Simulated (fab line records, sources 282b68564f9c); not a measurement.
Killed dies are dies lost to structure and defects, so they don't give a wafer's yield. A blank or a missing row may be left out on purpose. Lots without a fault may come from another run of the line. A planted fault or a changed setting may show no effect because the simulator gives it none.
fab line records | flow rit_cmos
record lots=5 wafers=15 last_day=6
route steps=202 shown ACTIVE@17 FOX1@20 FOX2@23 NWELL@28
lots that met no fault: from a run of the same line without faults
start_h: hours from the record's first day to the start of the lot's first wafer shown | wait_h: hours since the lot's step before | " the same as in the row above | L1.1+2: a row that stands for several wafers | - no value, or no start given | * or withheld: withheld | < > ~ a bound
route shown NAME@n: a module of which the file shows steps, and the number in the route of the first | usual: mean/standard deviation of fault-free wafers | same: alike in all rows | chamber/n: place in a boat | sites: the reading at each site | _std_site: their standard deviation | _edge_site: outer sites' mean less inner sites' | radius_mm: how far each site lies from the wafer's centre | mask NAME#n: copy n | behind: the tool/chamber that last shaped the wafer | hold: why the lot was held/for how many hours/how that ended | device: the transistor (n, p or np) that didn't switch | end of line: the same wafers' tests at the end of the route | a step without rows: its recipe alone | killed: dies lost to structure and defects at the first sort, not the wafer's yield | map: a wafer's dies, x killed, . not, _ none there
set.NAME: the setting as run; set.NAME@STEP: as run at that earlier step | model.NAME: the simulator's own value behind a step, which no gauge read
lots at some steps of the route; a table a step, a row a wafer
services: from which hour (start_h, from the record's first day; less than 0 if before it) a tool's chamber was out of use, for how many hours, and why
## steps
# step RIT_ACTIVE_CLEAN_15
# recipe chemistry=SC1 mix=3:3:50 time_s=600 temp_c=75
# columns lot.wafer tool chamber start_h wait_h
L078.2+3+5 wet_bench-02 3 35.25 0.1
L079.1+2+6 wet_bench-03 0 40.14 0.1
L082.3+5+6 wet_bench-03 3 56.28 0.1
L085.1+2+3 wet_bench-03 2 70.33 0.1
L089.1+2+6 wet_bench-02 2 90.26 0.1
# step RIT_ACTIVE_CLEAN_16
# recipe chemistry=dHF dilution=50:1 time_s=30
# columns lot.wafer tool chamber start_h wait_h
L078.2+3+5 wet_bench-03 1 35.44 0.0
L079.1+2+6 wet_bench-04 3 40.31 0.0
L082.3+5+6 wet_bench-02 0 56.49 0.0
L085.1+2+3 wet_bench-02 3 70.51 0.0
L089.1+2+6 wet_bench-03 3 90.44 0.0
# step RIT_ACTIVE_CLEAN_17
# recipe chemistry=SC2 mix=3:3:50 time_s=600 temp_c=75 dry=n2_spin
# columns lot.wafer tool chamber start_h wait_h
L078.2+3+5 wet_bench-02 2 35.46 0.0
L079.1+2+6 wet_bench-02 1 40.33 0.0
L082.3+5+6 wet_bench-04 1 56.51 0.0
L085.1+2+3 wet_bench-04 0 70.52 0.0
L089.1+2+6 wet_bench-04 0 90.45 0.0
# step RIT_FOX1_OXIDATION_00
# recipe temp_c=1100 ambient=H2O target_thk_a=3507 p_h2o_torr=720 ox_time_s=1130
# usual ox_temp_c=1099.9/0.44 zone_power_centre_pct=51/8.5 zone_power_load_pct=42/3
# same ox_time_s=1130
# columns lot.wafer tool chamber start_h wait_h ox_temp_c zone_power_centre_pct zone_power_load_pct
L078.2 furnace-04 0 36.16 0.5 1100.7 61 46
L078.3 " 0 " " 1100.7 60 45
L078.5 " 0 " " 1099.8 60 46
L079.1 furnace-03 0 40.50 0.0 1100.2 43 40
L079.2 " 0 " " 1100.0 42 41
L079.6 " 0 " " 1101.2 42 39
L082.3 furnace-03 0 56.68 0.0 1099.8 43 40
L082.5 " 0 " " 1099.4 42 40
L082.6 " 0 " " 1099.5 42 39
L085.1 furnace-04 0 70.70 0.0 1099.5 61 45
L085.2 " 0 " " 1100.2 61 47
L085.3 " 0 " " 1099.9 61 46
L089.1 furnace-03 0 90.63 0.0 1099.1 42 39
L089.2 " 0 " " 1099.4 41 40
L089.6 " 0 " " 1099.6 41 39
# step RIT_FOX1_THK_MEAS_01
# recipe reads=SiO2_of_FOX1_OXIDATION_00
# usual FOX1_OXIDE_THK=348/6.3
# columns lot.wafer tool chamber start_h wait_h FOX1_OXIDE_THK[nm]
L078.2 film_metro-04 - 37.49 0.0 345
L078.3 " - " " 347
L078.5 " - " " 347
L079.1 film_metro-02 - 41.82 0.0 344
L079.2 " - " " 346
L079.6 " - " " 342
L082.3 film_metro-02 - 58.02 0.0 353
L082.5 " - " " 353
L082.6 " - " " 354
L085.1 film_metro-04 - 72.01 0.0 350
L085.2 " - " " 355
L085.3 " - " " 346
L089.1 film_metro-02 - 91.94 0.0 356
L089.2 " - " " 356
L089.6 " - " " 361
# step RIT_FOX1_WET_ETCH_02
# recipe chemistry=BOE target_depth_nm=350 time_s=390 temp_c=21.5 dry=n2_spin dilution=10:1 target=SiO2
# columns lot.wafer tool chamber start_h wait_h
L078.2+3+5 wet_bench-04 3 37.54 0.0
L079.1+2+6 wet_bench-04 1 41.88 0.1
L082.3+5+6 wet_bench-04 1 58.06 0.0
L085.1+2+3 wet_bench-02 3 72.07 0.1
L089.1+2+6 wet_bench-01 1 92.00 0.1
# step RIT_FOX2_OXIDATION_00
# recipe temp_c=1100 ambient=H2O target_thk_a=3507 p_h2o_torr=720 ox_time_s=1130
# usual ox_temp_c=1100.0/0.45 zone_power_centre_pct=55/7.5 zone_power_load_pct=42.5/2.9
# same ox_time_s=1130
# columns lot.wafer tool chamber start_h wait_h ox_temp_c zone_power_centre_pct zone_power_load_pct
L078.2 furnace-04 0 37.65 0.0 1099.7 60 45.9
L078.3 " 0 " " 1099.6 60 45.5
L078.5 " 0 " " 1099.5 61 45.5
L079.1 furnace-03 0 42.00 0.0 1099.7 42 39.1
L079.2 " 0 " " 1099.3 42 39.3
L079.6 " 0 " " 1099.7 42 39.1
L082.3 furnace-01 0 58.17 0.0 1099.4 56 40.2
L082.5 " 0 " " 1099.1 56 40.9
L082.6 " 0 " " 1100.1 57 40.9
L085.1 furnace-04 0 72.19 0.0 1100.6 61 46.0
L085.2 " 0 " " 1100.2 61 45.3
L085.3 " 0 " " 1099.9 60 46.2
L089.1 furnace-03 0 92.12 0.0 1099.4 43 39.2
L089.2 " 0 " " 1100.4 42 39.2
L089.6 " 0 " " 1099.8 43 39.3
# step RIT_FOX2_THK_MEAS_01
# recipe reads=SiO2_of_FOX2_OXIDATION_00
# usual FOX2_OXIDE_THK=351/7.2
# columns lot.wafer tool chamber start_h wait_h FOX2_OXIDE_THK[nm]
L078.2 film_metro-04 - 38.98 0.0 360
L078.3 " - " " 358
L078.5 " - " " 357
L079.1 film_metro-04 - 43.31 0.0 363
L079.2 " - " " 362
L079.6 " - " " 357
L082.3 film_metro-03 - 59.51 0.0 346
L082.5 " - " " 347
L082.6 " - " " 348
L085.1 film_metro-04 - 73.50 0.0 344
L085.2 " - " " 351
L085.3 " - " " 348
L089.1 film_metro-01 - 93.43 0.0 355
L089.2 " - " " 357
L089.6 " - " " 355
# step RIT_FOX2_CLEAN_02
# recipe chemistry=dHF dilution=50:1 time_s=180
# columns lot.wafer tool chamber start_h wait_h
L078.2+3+5 wet_bench-04 1 39.03 0.0
L079.1+2+6 wet_bench-04 3 43.37 0.1
L082.3+5+6 wet_bench-03 0 59.55 0.0
L085.1+2+3 wet_bench-01 0 73.56 0.1
L089.1+2+6 wet_bench-01 2 93.49 0.1
# step RIT_FOX2_WET_ETCH_03
# recipe chemistry=H3PO4 target=Si3N4 target_depth_nm=195 temp_c=165 time_s=2700
# columns lot.wafer tool chamber start_h wait_h
L078.2+3+5 wet_bench-01 3 39.09 0.0
L079.1+2+6 wet_bench-01 1 43.43 0.0
L082.3+5+6 wet_bench-04 0 59.61 0.0
L085.1+2+3 wet_bench-03 3 73.62 0.0
L089.1+2+6 wet_bench-03 2 93.55 0.0
# step RIT_FOX2_THK_MEAS_90
# recipe reads=SiO2_of_FOX2_OXIDATION_00
# usual FIELD_OXIDE_LEFT_1_THK=323/7.2
# columns lot.wafer tool chamber start_h wait_h FIELD_OXIDE_LEFT_1_THK[nm]
L078.2 film_metro-03 - 39.85 0.0 333
L078.3 " - " " 330
L078.5 " - " " 330
L079.1 film_metro-01 - 44.26 0.0 335
L079.2 " - " " 334
L079.6 " - " " 330
L082.3 film_metro-04 - 60.38 0.0 319
L082.5 " - " " 320
L082.6 " - " " 321
L085.1 film_metro-01 - 74.38 0.0 317
L085.2 " - " " 323
L085.3 " - " " 320
L089.1 film_metro-01 - 94.31 0.0 328
L089.2 " - " " 330
L089.6 " - " " 328
# step RIT_NWELL_HMDS_00
# recipe prime_time_s=60 prime_temp_c=140
# columns lot.wafer tool chamber start_h wait_h
L078.2+3+5 litho_track-01 0 39.93 0.1
L079.1+2+6 litho_track-03 0 44.32 0.1
L082.3+5+6 litho_track-04 0 60.47 0.1
L085.1+2+3 litho_track-01 0 74.52 0.1
L089.1+2+6 litho_track-01 0 94.37 0.1
# step RIT_NWELL_COAT_01
# recipe resist=NOVOLAK spin_rpm=2000 resist_thk_nm=1300
# columns lot.wafer tool chamber start_h wait_h
L078.2+3+5 litho_track-01 0 40.08 0.1
L079.1+2+6 litho_track-03 0 44.47 0.1
L082.3+5+6 litho_track-04 0 60.62 0.1
L085.1+2+3 litho_track-01 0 74.67 0.1
L089.1+2+6 litho_track-01 0 94.52 0.1
# step RIT_NWELL_SOFTBAKE_02
# recipe resist=NOVOLAK temp_c=89.19 time_s=60
# usual heater_power_total_W=34.13/0.049
# columns lot.wafer tool chamber start_h wait_h heater_power_total_W
L078.2 litho_track-01 0 40.23 0.1 34.09
L078.3 " 0 " " 34.15
L078.5 " 0 " " 34.19
L079.1 litho_track-03 0 44.62 0.1 34.19
L079.2 " 0 " " 34.12
L079.6 " 0 " " 34.21
L082.3 litho_track-04 0 60.77 0.1 34.13
L082.5 " 0 " " 34.12
L082.6 " 0 " " 34.11
L085.1 litho_track-01 0 74.82 0.1 34.12
L085.2 " 0 " " 34.18
L085.3 " 0 " " 34.20
L089.1 litho_track-01 0 94.67 0.1 34.21
L089.2 " 0 " " 34.13
L089.6 " 0 " " 34.15
# step RIT_NWELL_EXPOSE_03
# recipe mask_id=M2 na=0.57 target_cd_nm=43900 dose_mj=250
# columns lot.wafer tool chamber start_h wait_h mask
L078.2+3+5 iline_stepper-02 0 40.50 0.2 M2#0
L079.1+2+6 iline_stepper-02 0 44.77 0.1 M2#0
L082.3+5+6 iline_stepper-02 0 60.91 0.1 M2#0
L085.1+2+3 iline_stepper-02 0 75.10 0.2 M2#0
L089.1+2+6 iline_stepper-01 0 94.82 0.1 M2#0
# step RIT_NWELL_PEB_04
# recipe resist=NOVOLAK temp_c=withheld time_s=withheld
# columns lot.wafer tool chamber start_h wait_h
L078.2+3+5 litho_track-03 0 40.68 0.2
L079.1+2+6 litho_track-03 0 44.88 0.1
L082.3+5+6 litho_track-04 0 61.04 0.1
L085.1+2+3 litho_track-01 0 75.21 0.1
L089.1+2+6 litho_track-03 0 94.94 0.1
# step RIT_NWELL_DEVELOP_05
# recipe resist=NOVOLAK develop_time_s=68 dev_temp_c=23.36
# columns lot.wafer tool chamber start_h wait_h
L078.2+3+5 litho_track-03 0 - -
L079.1+2+6 litho_track-03 0 - -
L082.3+5+6 litho_track-04 0 - -
L085.1+2+3 litho_track-01 0 - -
L089.1+2+6 litho_track-03 0 - -
# step RIT_NWELL_OVL_MEAS_06
# usual NWELL_OVL=1.4/1.5
# columns lot.wafer tool chamber start_h wait_h NWELL_OVL[nm]
L078.2 overlay-01 - 40.98 - 2.0
L078.3 " - " " 2.0
L078.5 " - " " 2.3
L079.1 overlay-01 - 45.19 - 3.3
L079.2 " - " " 2.5
L079.6 " - " " 2.1
L082.3 overlay-01 - 61.32 - -0.2
L082.5 " - " " 3.7
L082.6 " - " " 3.3
L085.1 overlay-01 - 75.53 - 4.1
L085.2 " - " " 4.9
L085.3 " - " " 2.4
L089.1 overlay-02 - 95.25 - 0.3
L089.2 " - " " -1.0
L089.6 " - " " 0.2
## services
# columns tool chamber start_h hours kind
iline_stepper-02 0 18.97 - calibration
iline_stepper-02 - 35.18 1.7 pm
furnace-01 - 54.76 3.2 pm
wet_bench-02 - 60.32 4.4 pm
furnace-03 - 74.78 3.3 pm
iline_stepper-01 - 91.27 1.7 pm
## key
fault none
